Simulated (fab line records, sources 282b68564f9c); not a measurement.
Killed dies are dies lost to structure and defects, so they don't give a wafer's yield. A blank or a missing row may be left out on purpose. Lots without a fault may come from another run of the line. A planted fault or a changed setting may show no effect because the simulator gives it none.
fab line records | flow rit_cmos
record lots=13 wafers=39 last_day=7
route steps=202 shown SILICIDE@162
lots that met no fault: from a run of the same line without faults
start_h: hours from the record's first day to the start of the lot's first wafer shown | wait_h: hours since the lot's step before | " the same as in the row above | L1.1+2: a row that stands for several wafers | - no value, or no start given | * or withheld: withheld | < > ~ a bound
route shown NAME@n: a module of which the file shows steps, and the number in the route of the first | usual: mean/standard deviation of fault-free wafers | same: alike in all rows | chamber/n: place in a boat | sites: the reading at each site | _std_site: their standard deviation | _edge_site: outer sites' mean less inner sites' | radius_mm: how far each site lies from the wafer's centre | mask NAME#n: copy n | behind: the tool/chamber that last shaped the wafer | hold: why the lot was held/for how many hours/how that ended | device: the transistor (n, p or np) that didn't switch | end of line: the same wafers' tests at the end of the route | a step without rows: its recipe alone | killed: dies lost to structure and defects at the first sort, not the wafer's yield | map: a wafer's dies, x killed, . not, _ none there
set.NAME: the setting as run; set.NAME@STEP: as run at that earlier step | model.NAME: the simulator's own value behind a step, which no gauge read
steps of the route over a sample of lots; a table a step, a row a wafer
services: from which hour (start_h, from the record's first day; less than 0 if before it) a tool's chamber was out of use, for how many hours, and why
## steps
# step RIT_SILICIDE_SPUTTER_01
# recipe material=Ti target_thk_nm=30 power_w=350 chamber_pressure_pa=0.6962 gas=Ar time_s=240 substrate_temp_c=25
# usual throttle_valve_pct=30.0/0.74
# columns lot.wafer tool chamber start_h wait_h throttle_valve_pct
L996.3 pvd_sputter-04 - 55.64 0.0 31.1
L996.4 " - " " 30.0
L996.5 " - " " 29.7
L997.2 pvd_sputter-03 - 57.52 0.0 30.1
L997.4 " - " " 28.0
L997.6 " - " " 28.0
L999.3 pvd_sputter-03 - 67.55 0.0 29.6
L999.4 " - " " 29.5
L999.5 " - " " 29.8
L100.1 pvd_sputter-04 - 74.20 0.0 29.8
L100.3 " - " " 29.8
L100.6 " - " " 29.3
L101.4 pvd_sputter-03 - 76.20 0.0 28.1
L101.5 " - " " 28.3
L101.6 " - " " 30.1
L102.1 pvd_sputter-04 - 80.77 0.0 29.5
L102.4 " - " " 31.1
L102.5 " - " " 29.8
L103.1 pvd_sputter-02 - 84.30 0.0 29.5
L103.4 " - " " 29.3
L103.6 " - " " 30.7
L109.1 pvd_sputter-02 - 114.23 0.0 29.3
L109.3 " - " " 30.8
L109.6 " - " " 28.6
L112.2 pvd_sputter-04 - 131.10 0.0 29.7
L112.5 " - " " 29.4
L112.6 " - " " 30.9
L114.1 pvd_sputter-04 - 139.95 0.0 31.0
L114.3 " - " " 30.0
L114.5 " - " " 29.7
L116.1 pvd_sputter-04 - 150.79 0.0 29.9
L116.2 " - " " 30.0
L116.5 " - " " 31.1
L117.1 pvd_sputter-04 - 154.98 0.0 29.9
L117.4 " - " " 29.7
L117.6 " - " " 30.1
L119.1 pvd_sputter-04 - 164.10 0.0 29.5
L119.2 " - " " 29.8
L119.5 " - " " 29.6
# step RIT_SILICIDE_RS_MEAS_02
# recipe thk_meas_gauge=four-point-probe reads=Ti_of_SILICIDE_SPUTTER_01
# usual SILICIDE_TI_RS=52.6/0.74
# columns lot.wafer tool chamber start_h wait_h SILICIDE_TI_RS[ohm/sq]
L996.3 film_metro-03 - 55.83 0.1 52.9
L996.4 " - " " 53.3
L996.5 " - " " 53.5
L997.2 film_metro-01 - 57.69 0.1 51.6
L997.4 " - " " 52.7
L997.6 " - " " 52.4
L999.3 film_metro-01 - 67.74 0.1 51.2
L999.4 " - " " 51.2
L999.5 " - " " 50.7
L100.1 film_metro-01 - 74.35 0.1 53.5
L100.3 " - " " 52.9
L100.6 " - " " 53.4
L101.4 film_metro-04 - 76.41 0.1 51.6
L101.5 " - " " 51.9
L101.6 " - " " 51.5
L102.1 film_metro-01 - 80.92 0.1 51.6
L102.4 " - " " 51.7
L102.5 " - " " 52.3
L103.1 film_metro-03 - 84.45 0.1 51.9
L103.4 " - " " 52.5
L103.6 " - " " 52.6
L109.1 film_metro-03 - 114.38 0.1 65.4
L109.3 " - " " 52.8
L109.6 " - " " 52.4
L112.2 film_metro-04 - 131.27 0.1 52.2
L112.5 " - " " 51.9
L112.6 " - " " 51.9
L114.1 film_metro-01 - 140.10 0.1 52.2
L114.3 " - " " 52.0
L114.5 " - " " 52.4
L116.1 film_metro-01 - 150.94 0.1 51.9
L116.2 " - " " 51.6
L116.5 " - " " 51.5
L117.1 film_metro-01 - 155.13 0.1 53.5
L117.4 " - " " 52.9
L117.6 " - " " 53.5
L119.1 film_metro-03 - 164.25 0.1 52.9
L119.2 " - " " 53.4
L119.5 " - " " 53.4
# step RIT_SILICIDE_THK_MEAS_03
# recipe thk_meas_gauge=xrf reads=Ti_of_SILICIDE_SPUTTER_01
# usual SILICIDE_TI_THK=29.1/0.32
# columns lot.wafer tool chamber start_h wait_h SILICIDE_TI_THK[nm]
L996.3 film_metro-03 - 55.93 0.1 29.2
L996.4 " - " " 28.8
L996.5 " - " " 28.7
L997.2 film_metro-01 - 57.80 0.1 29.5
L997.4 " - " " 29.2
L997.6 " - " " 29.2
L999.3 film_metro-01 - 67.84 0.1 29.8
L999.4 " - " " 29.8
L999.5 " - " " 30.1
L100.1 film_metro-01 - 74.47 0.1 28.9
L100.3 " - " " 29.1
L100.6 " - " " 28.7
L101.4 film_metro-04 - 76.50 0.1 29.4
L101.5 " - " " 29.5
L101.6 " - " " 29.5
L102.1 film_metro-01 - 81.04 0.1 29.5
L102.4 " - " " 29.4
L102.5 " - " " 29.3
L103.1 film_metro-03 - 84.57 0.1 29.5
L103.4 " - " " 29.3
L103.6 " - " " 29.1
L109.1 film_metro-03 - 114.50 0.1 24.6
L109.3 " - " " 29.1
L109.6 " - " " 29.3
L112.2 film_metro-04 - 131.38 0.1 29.4
L112.5 " - " " 29.5
L112.6 " - " " 29.4
L114.1 film_metro-01 - 140.22 0.1 29.3
L114.3 " - " " 29.3
L114.5 " - " " 29.3
L116.1 film_metro-01 - 151.06 0.1 29.4
L116.2 " - " " 29.5
L116.5 " - " " 29.4
L117.1 film_metro-01 - 155.25 0.1 28.7
L117.4 " - " " 28.9
L117.6 " - " " 28.6
L119.1 film_metro-03 - 170.65 6.4 28.9
L119.2 " - " " 28.8
L119.5 " - " " 28.7
## services
# columns tool chamber start_h hours kind
pvd_sputter-04 - 53.22 0.9 repair
pvd_sputter-02 - 147.96 16.7 repair
## key
first_sign step=RIT_SILICIDE_RS_MEAS_02 reading=SILICIDE_TI_RS direction=up sigmas=17 usual=52.6 struck=65.4
effect step=RIT_SILICIDE_THK_MEAS_03 reading=SILICIDE_TI_THK direction=down sigmas=14 usual=29.1 struck=24.6
met_at RIT_SILICIDE_SPUTTER_01
struck_lots L109
struck_wafers L109.1
tester_left_out L109
onset_between 84.30 114.23
fault kind=process_parameter_drift tool=pvd_sputter-02 chamber=- onset_h=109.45 steps=RIT_SILICIDE_SPUTTER_01 channel=target_thk_nm offset=-4.6235 shape=step end_h=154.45 acts_in=these_recipes_only stated=30 scope=struck_wafers_only
# tester_left_out: of these lots the tester's yield and bins aren't shown, on N5 and GAA mostly nor the transistor test; their killed dies are dies lost to structure and defects alone, not to doping, threshold or leakage, so they don't give the yield
